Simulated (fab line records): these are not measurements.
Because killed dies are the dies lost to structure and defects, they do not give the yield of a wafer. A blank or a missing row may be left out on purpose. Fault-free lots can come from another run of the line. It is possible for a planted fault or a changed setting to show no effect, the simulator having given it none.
Which of the tools did it? / flow berkeley_cmos170 / 15 lots, 45 wafers sampled, at 4 steps of a route of 331

## WHAT THE GAUGES SHOWED, per wafer
UCB170_PLDD_OVL_MEAS_07. Usual: for PLDD_OVL the level is 0 nm and the standard deviation is 5.2.
lot=L361; measured=day 6 19:29; on=overlay-01; PLDD_OVL (nm)=-4 -2 -4; flag=
lot=L362; measured=day 7 04:56; on=overlay-01; PLDD_OVL (nm)=-2 -6 0; flag=
lot=L364; measured=day 7 05:12; on=overlay-01; PLDD_OVL (nm)=-8 -2 -4; flag=
lot=L367; measured=day 7 23:54; on=overlay-01; PLDD_OVL (nm)=-4 -5 -14; flag=
lot=L365; measured=day 8 00:37; on=overlay-01; PLDD_OVL (nm)=2 1 3; flag=
lot=L371; measured=day 8 10:58; on=overlay-01; PLDD_OVL (nm)=0 -2 4; flag=
lot=L370; measured=day 8 12:02; on=overlay-01; PLDD_OVL (nm)=1 6 6; flag=
lot=L374; measured=day 9 13:56; on=overlay-01; PLDD_OVL (nm)=15 2 -1; flag=
lot=L372; measured=day 9 14:58; on=overlay-02; PLDD_OVL (nm)=1 10 7; flag=
lot=L373; measured=day 9 15:13; on=overlay-01; PLDD_OVL (nm)=6 1 0; flag=
lot=L378; measured=day 10 13:02; on=overlay-02; PLDD_OVL (nm)=-8 -5 -1; flag=
lot=L381; measured=day 11 01:34; on=overlay-01; PLDD_OVL (nm)=4 1 1; flag=
lot=L383; measured=day 11 01:37; on=overlay-01; PLDD_OVL (nm)=-9 -7 -5; flag=
lot=L382; measured=day 11 01:54; on=overlay-01; PLDD_OVL (nm)=4 -1 3; flag=
lot=L384; measured=day 11 08:38; on=overlay-01; PLDD_OVL (nm)=4 -6 -4; flag=

UCB170_V2_CD_MEAS_12 targets a cd of 700 nm. Usual: cd_nm at 700.1 nm, with a standard deviation of 1.3.
lot=L361; measured=day 8 03:34; on=cd_sem-02; cd_nm (nm)=700.9 701.6 700.5; flag=
lot=L362; measured=day 8 15:37; on=cd_sem-01; cd_nm (nm)=698.7 699.5 699.9; flag=
lot=L364; measured=day 8 12:47; on=cd_sem-02; cd_nm (nm)=700.2 700.8 702.4; flag=
lot=L367; measured=day 9 07:58; on=cd_sem-01; cd_nm (nm)=700.3 701.2 699.8; flag=
lot=L365; measured=day 9 08:19; on=cd_sem-02; cd_nm (nm)=700.5 700.5 699.3; flag=
lot=L371; measured=day 9 20:22; on=cd_sem-01; cd_nm (nm)=698.3 699.5 698.2; flag=
lot=L370; measured=day 9 20:48; on=cd_sem-02; cd_nm (nm)=699.9 700.1 701.4; flag=
lot=L374; measured=day 11 05:07; on=cd_sem-02; cd_nm (nm)=700.5 701.1 700.9; flag=
lot=L372; measured=day 11 07:40; on=cd_sem-01; cd_nm (nm)=700.2 701.6 699.5; flag=
lot=L373; measured=day 11 07:26; on=cd_sem-01; cd_nm (nm)=698.1 700.3 699.0; flag=
lot=L378; measured=day 11 21:05; on=cd_sem-01; cd_nm (nm)=698.9 700.7 699.2; flag=
lot=L381; measured=day 12 09:09; on=cd_sem-01; cd_nm (nm)=698.1 696.9 698.0; flag=
lot=L383; measured=day 12 11:40; on=cd_sem-01; cd_nm (nm)=700.3 701.3 701.6; flag=
lot=L382; measured=day 12 10:37; on=cd_sem-01; cd_nm (nm)=701.6 700.7 701.6; flag=
lot=L384; measured=day 12 19:54; on=cd_sem-02; cd_nm (nm)=701.1 701.7 700.5; flag=

UCB170_M3_BOW_MEAS_20. Usual: for M3_BOW the level is 35 um and the standard deviation is 7.3.
lot=L361; measured=day 8 06:58; on=film_metro-02; M3_BOW (um)=28 36 34; flag=
lot=L362; measured=day 8 19:29; on=film_metro-02; M3_BOW (um)=33 45 40; flag=
lot=L364; measured=day 8 16:23; on=film_metro-04; M3_BOW (um)=22 32 39; flag=
lot=L367; measured=day 9 11:23; on=film_metro-04; M3_BOW (um)=31 31 21; flag=
lot=L365; measured=day 9 11:49; on=film_metro-04; M3_BOW (um)=34 26 33; flag=
lot=L371; measured=day 10 01:32; on=film_metro-04; M3_BOW (um)=39 31 36; flag=
lot=L370; measured=day 10 01:44; on=film_metro-02; M3_BOW (um)=33 33 45; flag=
lot=L374; measured=day 11 08:11; on=film_metro-03; M3_BOW (um)=31 33 35; flag=
lot=L372; measured=day 11 11:57; on=film_metro-04; M3_BOW (um)=33 47 40; flag=
lot=L373; measured=day 11 11:19; on=film_metro-03; M3_BOW (um)=35 26 29; flag=
lot=L378; measured=day 12 00:17; on=film_metro-02; M3_BOW (um)=33 35 35; flag=
lot=L381; measured=day 12 12:32; on=film_metro-02; M3_BOW (um)=30 56 48; flag=
lot=L383; measured=day 12 15:39; on=film_metro-03; M3_BOW (um)=27 47 44; flag=
lot=L382; measured=day 12 13:48; on=film_metro-03; M3_BOW (um)=41 26 23; flag=
lot=L384; measured=day 12 23:05; on=film_metro-04; M3_BOW (um)=37 44 30; flag=

## EACH LOT AND THE TOOL THAT RAN IT (in order: tool; ch and the chambers of the sampled wafers; start)
lot=L361; UCB170_M3_PRE_CLEAN_00=pvd_sputter-02, day 8 04:07
lot=L362; UCB170_M3_PRE_CLEAN_00=pvd_sputter-01, day 8 16:10
lot=L364; UCB170_M3_PRE_CLEAN_00=pvd_sputter-04, day 8 13:20
lot=L367; UCB170_M3_PRE_CLEAN_00=pvd_sputter-01, day 9 08:30
lot=L365; UCB170_M3_PRE_CLEAN_00=pvd_sputter-02, day 9 08:53
lot=L371; UCB170_M3_PRE_CLEAN_00=pvd_sputter-04, day 9 20:55
lot=L370; UCB170_M3_PRE_CLEAN_00=pvd_sputter-01, day 9 21:25
lot=L374; UCB170_M3_PRE_CLEAN_00=pvd_sputter-02, day 11 05:40
lot=L372; UCB170_M3_PRE_CLEAN_00=pvd_sputter-01, day 11 08:11
lot=L373; UCB170_M3_PRE_CLEAN_00=pvd_sputter-04, day 11 08:00
lot=L378; UCB170_M3_PRE_CLEAN_00=pvd_sputter-02, day 11 21:37
lot=L381; UCB170_M3_PRE_CLEAN_00=pvd_sputter-02, day 12 09:41
lot=L383; UCB170_M3_PRE_CLEAN_00=pvd_sputter-04, day 12 12:14
lot=L382; UCB170_M3_PRE_CLEAN_00=pvd_sputter-01, day 12 11:10
lot=L384; UCB170_M3_PRE_CLEAN_00=pvd_sputter-01, day 12 20:28
- UCB170_M3_PRE_CLEAN_00: preclean etch time 60 s.

## AS READ BY THE TOOLS THEMSELVES (means over the sampled wafers that have a number; for cases with no such wafer, the mark the record gives instead)
The record holds no such reading with a usual standard deviation.

## THE ANSWER, worked out from the rows above alone
Rule: a lot counts as off when the mean over its wafers that have a number is more than 3 standard deviations away from the usual mean. Also off: a lot with no number at a reading for which 4 or more lots have one. Where the step has rows for the other lots, those lots are counted as sound. After the gauges, taken in route order, come the tools' own readings; for these a lot's mean is taken, as printed above. The first step at which some lot is off is used, and at that step the reading that is off furthest; a lot without a number counts as furthest.
None of the lots is off at any reading shown; this tells nothing.

## WHAT THE SIMULATOR PUT IN
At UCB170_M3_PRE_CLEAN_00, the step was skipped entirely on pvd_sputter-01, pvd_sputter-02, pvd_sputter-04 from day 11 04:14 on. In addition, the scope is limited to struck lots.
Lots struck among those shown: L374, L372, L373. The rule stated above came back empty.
